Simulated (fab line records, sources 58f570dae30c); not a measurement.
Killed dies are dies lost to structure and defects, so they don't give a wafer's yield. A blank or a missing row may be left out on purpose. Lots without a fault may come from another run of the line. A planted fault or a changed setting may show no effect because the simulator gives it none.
Chamber matching | flow berkeley_cmos170 | UCB170_V1_CMP_02 on cmp-02: 4 sister chambers
The step polishes SiO2. 4 wafers are shown with their chamber, then 8 later ones without.

WAFERS WITH THEIR CHAMBER
wafer  | chamber | motor_current_A (A)
L151.2 | 1       | 16.3
L160.1 | 2       | 15.9
L160.2 | 0       | 13.6
L161.2 | 3       | 16.6

WAFERS WITHOUT THEIR CHAMBER
wafer  | motor_current_A (A)
L161.3 | 15.4
L161.5 | 15.6
L164.3 | 16.1
L164.4 | 16.0
L164.6 | 17.5
L166.2 | 14.3
L166.3 | 16.0
L166.4 | 16.2

WHICH CHAMBER EACH WENT THROUGH
wafer  | from the rows above          | in truth
L161.3 | can't be placed: 2 or 1 or 3 | 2
L161.5 | can't be placed: 2 or 1 or 3 | 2
L164.3 | can't be placed: 1 or 2 or 3 | 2
L164.4 | can't be placed: 2 or 1 or 3 | 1
L164.6 | can't be placed: 3 or 1 or 2 | 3
L166.2 | can't be placed: 0 or 2      | 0
L166.3 | can't be placed: 2 or 1 or 3 | 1
L166.4 | can't be placed: 1 or 2 or 3 | 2
Placed correctly: 0 of 8. Can't be placed from these rows: 8 (the true chamber is among the candidates in 8). Placed wrongly: 0.
How it was worked out, from the rows above alone: a wafer's distance from a chamber is the root of the sum, over the readings, of the square of ((its reading less the chamber's mean) divided by the reading's scatter). The wafer belongs to the nearest chamber; if the next one is less than 2 further off, it can't be placed. A chamber's mean is the mean of its shown wafers. The scatter: with one shown wafer a chamber, the root of the mean of the squares of how far each hidden wafer lies from its nearest shown one.
